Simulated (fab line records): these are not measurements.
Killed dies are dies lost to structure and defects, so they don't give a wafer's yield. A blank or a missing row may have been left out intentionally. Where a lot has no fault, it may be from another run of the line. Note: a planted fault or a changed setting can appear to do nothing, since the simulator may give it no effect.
fab line records -- flow rit_cmos
[record] lots = 6, wafers = 18, last_day = 7
route steps=202 shown M1@184
lots that met no fault: from a run of the same line without faults
start_h: hours from the record's opening day to when the first of the lot's shown wafers began -- wait_h: time in hours since the lot's previous step -- " repeats the value in the row above -- L1.1+2: one row covering several wafers at once -- - no value, or no start given -- * or withheld: withheld -- < > ~ a bound
route shown NAME@n: NAME is a module with steps in the file, n the number in the route of the first one -- usual: the fault-free wafers' mean and standard deviation -- same: alike in all rows -- chamber/n: place in a boat -- sites: readings site by site -- _std_site: standard deviation of those values -- _edge_site: outer sites' mean less inner sites' -- radius_mm: how far each site lies from the wafer's centre -- mask NAME#n: copy n -- behind: the most recent tool/chamber to have shaped the wafer -- hold: cause of the lot's hold/its duration in hours/its outcome -- device: names the non-switching transistor (n, p or np) -- end of line: tests run on the same wafers once the route is complete -- step lacking rows: just its recipe -- killed: count of dies lost to structure and defects at first sort (not the wafer's yield) -- map: shows each die of a wafer: x if killed, . if not, _ if none is there
set.NAME: setting as actually run; set.NAME@STEP: the setting as run at that earlier step -- model.NAME: the simulator's own value behind a step, which no gauge read
lots at selected steps of the route; one table per step, one row per wafer
services: the hour from which a tool's chamber was out of use, counted from the record's first day as start_h (under 0 if before that day), plus the number of hours and why
[[steps]]
[step RIT_M1_SPUTTER_00]
[recipe] material = Al, target_thk_nm = 400, power_w = 2000, chamber_pressure_pa = 0.4, gas = Ar, time_s = 500, substrate_temp_c = 25
[usual] throttle_valve_pct = 30.0/0.93
lot.wafer,tool,chamber,start_h,wait_h,throttle_valve_pct
L624.2,pvd_sputter-02,-,111.22,0.0,30.2
L624.4,pvd_sputter-02,-,111.22,0.0,30.8
L624.5,pvd_sputter-02,-,111.22,0.0,30.6
L625.1,pvd_sputter-03,-,113.35,0.0,27.9
L625.3,pvd_sputter-03,-,113.35,0.0,30.0
L625.6,pvd_sputter-03,-,113.35,0.0,30.2
L626.2,pvd_sputter-04,-,117.54,0.0,30.5
L626.4,pvd_sputter-04,-,117.54,0.0,30.7
L626.6,pvd_sputter-04,-,117.54,0.0,30.7
L627.2,pvd_sputter-02,-,123.77,0.0,30.6
L627.4,pvd_sputter-02,-,123.77,0.0,30.6
L627.5,pvd_sputter-02,-,123.77,0.0,30.6
L631.2,pvd_sputter-04,-,144.61,0.0,30.5
L631.3,pvd_sputter-04,-,144.61,0.0,30.5
L631.4,pvd_sputter-04,-,144.61,0.0,30.4
L635.2,pvd_sputter-02,-,163.99,0.0,28.8
L635.3,pvd_sputter-02,-,163.99,0.0,30.5
L635.6,pvd_sputter-02,-,163.99,0.0,30.2
[step RIT_M1_RS_MEAS_01]
[recipe] thk_meas_gauge = four-point-probe, reads = Al_of_M1_SPUTTER_00
[usual] M1_AL_RS = 0.0732/0.00088
lot.wafer,tool,chamber,start_h,wait_h,M1_AL_RS[ohm/sq]
L624.2,film_metro-04,-,111.53,0.2,0.0735
L624.4,film_metro-04,-,111.53,0.2,0.0744
L624.5,film_metro-04,-,111.53,0.2,0.0746
L625.1,film_metro-01,-,113.64,0.1,0.0735
L625.3,film_metro-01,-,113.64,0.1,0.0731
L625.6,film_metro-01,-,113.64,0.1,0.0730
L626.2,film_metro-04,-,117.85,0.2,0.0754
L626.4,film_metro-04,-,117.85,0.2,0.0754
L626.6,film_metro-04,-,117.85,0.2,0.0758
L627.2,film_metro-04,-,124.08,0.2,0.0730
L627.4,film_metro-04,-,124.08,0.2,0.0727
L627.5,film_metro-04,-,124.08,0.2,0.0727
L631.2,film_metro-01,-,144.93,0.2,0.0738
L631.3,film_metro-01,-,144.93,0.2,0.0738
L631.4,film_metro-01,-,144.93,0.2,0.0742
L635.2,film_metro-01,-,164.30,0.2,0.0729
L635.3,film_metro-01,-,164.30,0.2,0.0738
L635.6,film_metro-01,-,164.30,0.2,0.0729
[step RIT_M1_THK_MEAS_02]
[recipe] thk_meas_gauge = xrf, reads = Al_of_M1_SPUTTER_00
[usual] M1_AL_THK = 405/5.5
lot.wafer,tool,chamber,start_h,wait_h,M1_AL_THK[nm]
L624.2,film_metro-04,-,111.64,0.1,409
L624.4,film_metro-04,-,111.64,0.1,403
L624.5,film_metro-04,-,111.64,0.1,402
L625.1,film_metro-01,-,113.76,0.1,405
L625.3,film_metro-01,-,113.76,0.1,407
L625.6,film_metro-01,-,113.76,0.1,406
L626.2,film_metro-04,-,117.96,0.1,396
L626.4,film_metro-04,-,117.96,0.1,398
L626.6,film_metro-04,-,117.96,0.1,395
L627.2,film_metro-04,-,124.19,0.1,410
L627.4,film_metro-04,-,124.19,0.1,412
L627.5,film_metro-04,-,124.19,0.1,413
L631.2,film_metro-01,-,145.04,0.1,400
L631.3,film_metro-01,-,145.04,0.1,399
L631.4,film_metro-01,-,145.04,0.1,398
L635.2,film_metro-01,-,164.41,0.1,404
L635.3,film_metro-01,-,164.41,0.1,398
L635.6,film_metro-01,-,164.41,0.1,403
[step RIT_M1_HMDS_03]
[recipe] prime_time_s = 60, prime_temp_c = 140
[step RIT_M1_COAT_04]
[recipe] resist = NOVOLAK, spin_rpm = 2000, resist_thk_nm = 1300
[step RIT_M1_SOFTBAKE_05]
[recipe] resist = NOVOLAK, temp_c = 90, time_s = 60
[step RIT_M1_EXPOSE_06]
[recipe] mask_id = M12, na = 0.6, source_shape = conventional, sigma_outer = 0.5, target_cd_nm = 2600, dose_mj = 250
[step RIT_M1_PEB_07]
[recipe] resist = NOVOLAK, temp_c = withheld, time_s = withheld
[step RIT_M1_DEVELOP_08]
[recipe] resist = NOVOLAK, develop_time_s = 68, dev_temp_c = 23
[step RIT_M1_CD_MEAS_09]
[recipe] target_cd_nm = 2600
[usual] cd_nm = 2600.0/2.6
lot.wafer,tool,chamber,start_h,wait_h,cd_nm
L624.2,cd_sem-02,-,112.84,-,2596.2
L624.4,cd_sem-02,-,112.84,-,2596.6
L624.5,cd_sem-02,-,112.84,-,2595.4
L625.1,cd_sem-01,-,114.83,-,2598.5
L625.3,cd_sem-01,-,114.83,-,2600.4
L625.6,cd_sem-01,-,114.83,-,2598.5
L626.2,cd_sem-01,-,118.91,-,2600.8
L626.4,cd_sem-01,-,118.91,-,2601.6
L626.6,cd_sem-01,-,118.91,-,2602.4
L627.2,cd_sem-02,-,125.27,-,2598.4
L627.4,cd_sem-02,-,125.27,-,2597.8
L627.5,cd_sem-02,-,125.27,-,2599.1
L631.2,cd_sem-02,-,146.03,-,2601.6
L631.3,cd_sem-02,-,146.03,-,2599.2
L631.4,cd_sem-02,-,146.03,-,2600.6
L635.2,cd_sem-02,-,165.49,-,2596.3
L635.3,cd_sem-02,-,165.49,-,2596.1
L635.6,cd_sem-02,-,165.49,-,2597.6
[step RIT_M1_OVL_MEAS_10]
[usual] M1_OVL = 0.5/1.4
lot.wafer,tool,chamber,start_h,wait_h,M1_OVL[nm]
L624.2,overlay-02,-,112.94,0.1,-0.1
L624.4,overlay-02,-,112.94,0.1,-2.0
L624.5,overlay-02,-,112.94,0.1,-1.7
L625.1,overlay-02,-,114.95,0.1,0.5
L625.3,overlay-02,-,114.95,0.1,3.3
L625.6,overlay-02,-,114.95,0.1,0.8
L626.2,overlay-02,-,119.02,0.1,1.5
L626.4,overlay-02,-,119.02,0.1,0.8
L626.6,overlay-02,-,119.02,0.1,-0.4
L627.2,overlay-01,-,125.37,0.1,1.1
L627.4,overlay-01,-,125.37,0.1,-0.4
L627.5,overlay-01,-,125.37,0.1,1.0
L631.2,overlay-01,-,146.13,0.1,-0.6
L631.3,overlay-01,-,146.13,0.1,-0.6
L631.4,overlay-01,-,146.13,0.1,-1.6
L635.2,overlay-02,-,165.59,0.1,1.9
L635.3,overlay-02,-,165.59,0.1,2.8
L635.6,overlay-02,-,165.59,0.1,2.2
[step RIT_M1_HARDBAKE_11]
[recipe] resist = NOVOLAK, temp_c = 140, time_s = 120
[step RIT_M1_METAL_ETCH_12]
[recipe] stop_on = SiO2, chemistry = Cl2/BCl3, target = Al, time_s = 165, over_etch_frac = 0.5, pressure_mtorr = 100, target_depth_a = 6000, rf_w = 250, Cl2_flow_sccm = 60, bcl3_flow_sccm = 50
[usual] bcl3_flow_sccm = 50.01/0.15, chamber_pressure_mTorr = 100.00/0.087, drypump_motor_current_A = 5.4/0.53, oes_product_au = 0.780/0.014, over_etch_frac = 0.5/0, throttle_valve_pct = 8.23/0.13
lot.wafer,tool,chamber,start_h,wait_h,bcl3_flow_sccm,chamber_pressure_mTorr,drypump_motor_current_A,oes_product_au,over_etch_frac,rf_hours_counter_h,throttle_valve_pct,model.NOVOLAK_of_M1_COAT_04.thk_nm,model.SiO2_of_CONTACT_CVD_00.thk_nm
L624.2,rie_metal-02,1,113.22,0.2,49.87,99.96,6.1,0.793,0.5,36,8.47,811.8,358.3
L624.4,rie_metal-02,1,113.22,0.2,50.11,100.14,6.1,0.790,0.5,-,8.48,810.6,360.5
L624.5,rie_metal-02,0,113.22,0.2,49.88,99.83,4.6,0.776,0.5,-,8.10,803.2,367.1
L625.1,rie_metal-03,0,115.24,0.2,50.04,99.96,6.2,0.780,0.5,4,8.15,807.1,368.3
L625.3,rie_metal-03,1,115.24,0.2,49.83,100.07,5.3,0.772,0.5,-,8.17,807.1,368.6
L625.6,rie_metal-03,1,115.24,0.2,49.99,100.11,5.3,0.772,0.5,-,8.17,806.1,366.4
L626.2,rie_metal-04,0,119.30,0.2,-,-,-,-,-,-,-,1137,396.3
L626.4,rie_metal-04,1,119.30,0.2,-,-,-,-,-,-,-,1137,400.5
L626.6,rie_metal-04,1,119.30,0.2,-,-,-,-,-,-,-,1137,404.9
L627.2,rie_metal-02,1,125.70,0.2,-,-,-,-,-,-,-,1136,395.7
L627.4,rie_metal-02,1,125.70,0.2,-,-,-,-,-,-,-,1136,403.4
L627.5,rie_metal-02,0,125.70,0.2,-,-,-,-,-,-,-,1133,403.4
L631.2,rie_metal-04,0,146.41,0.2,49.87,99.99,5.2,0.752,0.5,3,8.20,802.1,353.3
L631.3,rie_metal-04,0,146.41,0.2,49.92,100.12,5.2,0.753,0.5,-,8.18,802.5,361.2
L631.4,rie_metal-04,1,146.41,0.2,50.03,100.12,5.3,0.778,0.5,-,8.36,804.2,365.6
L635.2,rie_metal-03,1,165.87,0.2,50.11,99.87,5.4,0.773,0.5,5,8.17,800.3,361.3
L635.3,rie_metal-03,1,165.87,0.2,50.04,100.01,5.3,0.774,0.5,-,8.18,803.8,360.6
L635.6,rie_metal-03,1,165.87,0.2,50.00,99.84,5.3,0.775,0.5,-,8.17,803.6,365.5
[step RIT_M1_STRIP_13]
[recipe] chemistry = nmp, resist = NOVOLAK, temp_c = 80, time_s = 600, dry = n2_spin
[step RIT_M1_STRIP_14]
[recipe] chemistry = O2, time_s = 180, platen_temp_c = withheld, power_w = 500, pressure_mtorr = 4000, o2_flow_sccm = 4000
[usual] drypump_motor_current_A = 5.7/0.33, rf_refl_power_W = 6.5/1.5
lot.wafer,tool,chamber,start_h,wait_h,drypump_motor_current_A,rf_hours_counter_h,rf_refl_power_W
L624.2,plasma_asher-02,1,113.56,0.0,5.9,34,5.5
L624.4,plasma_asher-02,0,113.56,0.0,5.3,-,5.8
L624.5,plasma_asher-02,1,113.56,0.0,5.9,-,5.3
L625.1,plasma_asher-02,1,115.57,0.0,5.9,35,4.9
L625.3,plasma_asher-02,0,115.57,0.0,5.3,-,5.6
L625.6,plasma_asher-02,1,115.57,0.0,5.9,-,5.3
L626.2,plasma_asher-02,0,119.64,0.0,5.3,35,5.8
L626.4,plasma_asher-02,0,119.64,0.0,5.3,-,5.7
L626.6,plasma_asher-02,1,119.64,0.0,5.9,-,5.1
L627.2,plasma_asher-02,1,126.04,0.0,5.9,36,5.0
L627.4,plasma_asher-02,0,126.04,0.0,5.3,-,6.0
L627.5,plasma_asher-02,0,126.04,0.0,5.3,-,5.8
L631.2,plasma_asher-02,1,146.75,0.0,5.9,39,4.9
L631.3,plasma_asher-02,1,146.75,0.0,5.9,-,5.5
L631.4,plasma_asher-02,0,146.75,0.0,5.3,-,5.6
L635.2,plasma_asher-01,1,166.21,0.0,5.3,47,6.7
L635.3,plasma_asher-01,0,166.21,0.0,6.1,-,6.1
L635.6,plasma_asher-01,0,166.21,0.0,6.1,-,6.2
[step RIT_M1_CD_MEAS_90]
[recipe] target_cd_nm = 2600
[usual] cd_nm = 2599.7/2.8
lot.wafer,tool,chamber,start_h,wait_h,cd_nm
L624.2,cd_sem-01,-,113.76,0.1,2595.7
L624.4,cd_sem-01,-,113.76,0.1,2596.1
L624.5,cd_sem-01,-,113.76,0.1,2594.2
L625.1,cd_sem-01,-,115.75,0.1,2599.6
L625.3,cd_sem-01,-,115.75,0.1,2601.4
L625.6,cd_sem-01,-,115.75,0.1,2598.0
L626.2,cd_sem-01,-,119.83,0.1,-
L626.4,cd_sem-01,-,119.83,0.1,-
L626.6,cd_sem-01,-,119.83,0.1,-
L627.2,cd_sem-02,-,126.23,0.1,-
L627.4,cd_sem-02,-,126.23,0.1,-
L627.5,cd_sem-02,-,126.23,0.1,-
L631.2,cd_sem-02,-,146.94,0.1,2599.1
L631.3,cd_sem-02,-,146.94,0.1,2597.9
L631.4,cd_sem-02,-,146.94,0.1,2600.0
L635.2,cd_sem-01,-,166.41,0.1,2595.6
L635.3,cd_sem-01,-,166.41,0.1,2595.2
L635.6,cd_sem-01,-,166.41,0.1,2596.7
[step RIT_M1_ANNEAL_15]
[recipe] temp_c = 450, time_s = 1800, ambient = forming_gas_H2N2
[step RIT_M1_PROBE_99]
[usual] defect_limited_yield = 97.3/1.3, killed_at_M0_to_M3 = 0.0/0.083, killed_at_contacts = 0.1/0.25, killed_at_front_end = 7/3.3, killed_dies = 7/3.3, killed_on_rim = 2.0/1.5, killed_open = 3.6/2, killed_short = 3.6/2.1, sort_bin_3_pad_short = 0.1/0.25, sort_bin_5_function = 1.6/0.91, sort_bin_6_memory = 1.0/0.65, sort_n_pass = 257/3.3, sort_yield_pct = 97.3/1.3
[same] gross_dies = 264, killed_at_M4_up = 0, killed_at_back_side = 0, killed_at_other = 0
lot.wafer,tool,chamber,start_h,wait_h,defect_limited_yield[%],killed_at_M0_to_M3,killed_at_contacts,killed_at_front_end,killed_dies,killed_on_rim,killed_open,killed_short,sort_bin_3_pad_short[%],sort_bin_5_function[%],sort_bin_6_memory[%],sort_n_pass,sort_yield_pct[%]
L624.2,prober-02,-,115.65,0.1,98.1,0,0,5,5,1,2,3,0,1.5,0.4,259,98.1
L624.4,prober-02,-,115.75,0.2,95.1,0,0,13,13,5,5,8,0,3.0,1.9,251,95.1
L624.5,prober-02,-,115.80,0.2,95.8,0,0,11,11,3,6,5,0,2.3,1.9,253,95.8
L625.1,prober-01,-,117.49,0.1,98.1,0,0,5,5,2,3,2,0,1.5,0.4,259,98.1
L625.3,prober-01,-,117.59,0.2,98.5,0,0,4,4,2,2,2,0,1.1,0.4,260,98.5
L625.6,prober-01,-,117.74,0.2,96.6,0,0,9,9,3,4,5,0.8,2.3,0.4,255,96.6
L626.2,prober-02,-,121.60,0.1,0,258,0,6,264,70,3,3,0.8,99.2,0,0,0
L626.4,prober-02,-,121.70,0.2,0,256,0,8,264,70,3,5,0.4,98.9,0.8,0,0
L626.6,prober-02,-,121.80,0.2,0,260,0,4,264,70,4,0,0,99.2,0.8,0,0
L627.2,prober-01,-,128.00,0.1,0,257,0,7,264,70,5,2,0,98.9,1.1,0,0
L627.4,prober-01,-,128.10,0.2,0,254,0,10,264,70,6,4,0,98.5,1.5,0,0
L627.5,prober-01,-,128.15,0.2,0,257,0,7,264,70,5,2,0,98.1,1.9,0,0
L631.2,prober-01,-,148.76,0.1,95.1,0,0,13,13,8,7,6,0,4.2,0.8,251,95.1
L631.3,prober-01,-,148.81,0.2,94.3,0,1,14,15,5,7,8,0.4,4.2,1.1,249,94.3
L631.4,prober-01,-,148.86,0.2,95.8,0,0,11,11,3,7,4,0,2.7,1.5,253,95.8
L635.2,prober-01,-,169.21,0.1,97.0,0,0,8,8,1,5,3,0,2.3,0.8,256,97.0
L635.3,prober-01,-,169.26,0.2,96.6,0,0,9,9,4,2,7,0.8,1.1,1.5,255,96.6
L635.6,prober-01,-,169.41,0.2,98.1,0,1,4,5,1,2,3,0,1.1,0.8,259,98.1
// killed by level:class
L624.2 FOX1:geometric_particle:short=2 SILICIDE:geometric_particle:open=2 GATE:geometric_particle:short=1
L624.4 GATE:geometric_particle:short=4 FOX1:geometric_particle:open=3 SPACER:geometric_particle:short=2 GATE:geometric_particle:open=1 REOX:geometric_particle:short=1 REOX:geometric_particle:open=1 SILICIDE:geometric_particle:short=1
L624.5 SILICIDE:geometric_particle:short=3 GATE:geometric_particle:open=2 SPACER:geometric_particle:open=2 FOX1:geometric_particle:open=1 GATE:geometric_particle:short=1 SPACER:geometric_particle:short=1 SILICIDE:geometric_particle:open=1
L625.1 GATE:geometric_particle:open=2 FOX2:geometric_particle:open=1 GATE:geometric_particle:short=1 SPACER:geometric_particle:short=1
L625.3 FOX2:geometric_particle:short=2 GATE:geometric_particle:open=2
L625.6 SPACER:geometric_particle:short=3 GATE:geometric_particle:short=2 FOX1:geometric_particle:open=1 GATE:geometric_particle:open=1 SPACER:geometric_particle:open=1 SILICIDE:geometric_particle:open=1
L626.2 M1:area_etch=258 GATE:geometric_particle:open=3 GATE:geometric_particle:short=2 FOX1:geometric_particle:short=1
L626.4 M1:area_etch=256 GATE:geometric_particle:short=2 FOX1:geometric_particle:short=1 FOX1:geometric_particle:open=1 FOX2:geometric_particle:short=1 GATE:geometric_particle:open=1 SILICIDE:geometric_particle:open=1 SILICIDE:geometric_particle:short=1
L626.6 M1:area_etch=260 GATE:geometric_particle:open=3 SILICIDE:geometric_particle:open=1
L627.2 M1:area_etch=257 GATE:geometric_particle:open=2 SILICIDE:geometric_particle:open=2 FOX2:geometric_particle:open=1 GATE:geometric_particle:short=1 REOX:geometric_particle:short=1
L627.4 M1:area_etch=254 GATE:geometric_particle:open=2 SPACER:geometric_particle:open=2 FOX1:geometric_particle:open=1 FOX1:geometric_particle:short=1 GATE:geometric_particle:short=1 REOX:geometric_particle:short=1 REOX:geometric_particle:open=1
L627.5 M1:area_etch=257 GATE:geometric_particle:open=2 REOX:geometric_particle:open=2 REOX:geometric_particle:short=2 SPACER:geometric_particle:open=1
L631.2 GATE:geometric_particle:open=3 GATE:geometric_particle:short=3 REOX:geometric_particle:open=3 REOX:geometric_particle:short=3 SPACER:geometric_particle:open=1
L631.3 REOX:geometric_particle:short=4 GATE:geometric_particle:open=3 SPACER:geometric_particle:open=3 GATE:geometric_particle:short=2 FOX1:geometric_particle:open=1 SPACER:geometric_particle:short=1 CONTACT:geometric_particle:short=1
L631.4 FOX1:geometric_particle:open=3 GATE:geometric_particle:open=2 REOX:geometric_particle:short=2 FOX1:geometric_particle:short=1 GATE:geometric_particle:short=1 SPACER:geometric_particle:open=1 SILICIDE:geometric_particle:open=1
L635.2 GATE:geometric_particle:open=2 SILICIDE:geometric_particle:open=2 FOX1:geometric_particle:short=1 REOX:geometric_particle:short=1 REOX:geometric_particle:open=1 SILICIDE:geometric_particle:short=1
L635.3 FOX2:geometric_particle:short=3 GATE:geometric_particle:short=2 FOX2:geometric_particle:open=1 GATE:geometric_particle:open=1 SPACER:geometric_particle:short=1 SILICIDE:geometric_particle:short=1
L635.6 SILICIDE:geometric_particle:short=2 GATE:geometric_particle:short=1 REOX:geometric_particle:open=1 CONTACT:geometric_particle:open=1
// map L626.2 (x killed, . not)
________xxxxxxx_______
_____xxxxxxxxxxxxx____
____xxxxxxxxxxxxxxx___
___xxxxxxxxxxxxxxxxx__
__xxxxxxxxxxxxxxxxxxx_
__xxxxxxxxxxxxxxxxxxx_
_xxxxxxxxxxxxxxxxxxxxx
_xxxxxxxxxxxxxxxxxxxxx
_xxxxxxxxxxxxxxxxxxxxx
_xxxxxxxxxxxxxxxxxxxxx
__xxxxxxxxxxxxxxxxxxx_
__xxxxxxxxxxxxxxxxxxx_
___xxxxxxxxxxxxxxxxx__
____xxxxxxxxxxxxxxx___
_____xxxxxxxxxxxxx____
________xxxxxxx_______
// map L627.2 (x killed, . not)
________xxxxxxx_______
_____xxxxxxxxxxxxx____
____xxxxxxxxxxxxxxx___
___xxxxxxxxxxxxxxxxx__
__xxxxxxxxxxxxxxxxxxx_
__xxxxxxxxxxxxxxxxxxx_
_xxxxxxxxxxxxxxxxxxxxx
_xxxxxxxxxxxxxxxxxxxxx
_xxxxxxxxxxxxxxxxxxxxx
_xxxxxxxxxxxxxxxxxxxxx
__xxxxxxxxxxxxxxxxxxx_
__xxxxxxxxxxxxxxxxxxx_
___xxxxxxxxxxxxxxxxx__
____xxxxxxxxxxxxxxx___
_____xxxxxxxxxxxxx____
________xxxxxxx_______
[[services]]
tool,chamber,start_h,hours,kind
plasma_asher-01,-,111.34,10.6,repair
plasma_asher-01,-,123.88,14.6,pm
rie_metal-02,-,136.12,20.0,pm
rie_metal-02,0,136.12,20.0,vent_cycle
rie_metal-02,1,136.12,29.4,vent_cycle
pvd_sputter-02,-,141.30,8.2,repair
rie_metal-02,1,154.01,11.5,repair
rie_metal-02,0,156.12,-,clean
rie_metal-02,1,156.12,-,clean
[[key]]
[first_sign] step = RIT_M1_METAL_ETCH_12, reading = tool_record, direction = missing
[effect] step = RIT_M1_CD_MEAS_90, reading = cd_nm, direction = missing
[effect] step = RIT_M1_PROBE_99, reading = killed_at_M0_to_M3, direction = up, sigmas = 99+, usual = 0.0, struck = 257
[model_effect] step = RIT_M1_METAL_ETCH_12, value = NOVOLAK_of_M1_COAT_04.thk_nm, without = 803.1, struck = 1136
[more_kills_born_at] RIT_M1_METAL_ETCH_12@rie_metal-04 = 774, RIT_M1_METAL_ETCH_12@rie_metal-02 = 768
met_at RIT_M1_METAL_ETCH_12
struck_wafers L626.2,L626.4,L626.6,L627.2,L627.4,L627.5
later_rows_left_out L626.2,L626.4,L626.6,L627.2,L627.4,L627.5
onset_between 113.22 119.30
[fault] kind = skipped_step_whole, tool = rie_metal-02,rie_metal-04, chamber = -, onset_h = 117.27, steps = RIT_M1_METAL_ETCH_12, scope = struck_lots_only
// later_rows_left_out: the simulator's readings of these wafers behind a module that went badly wrong aren't trusted and aren't shown, but for the sort
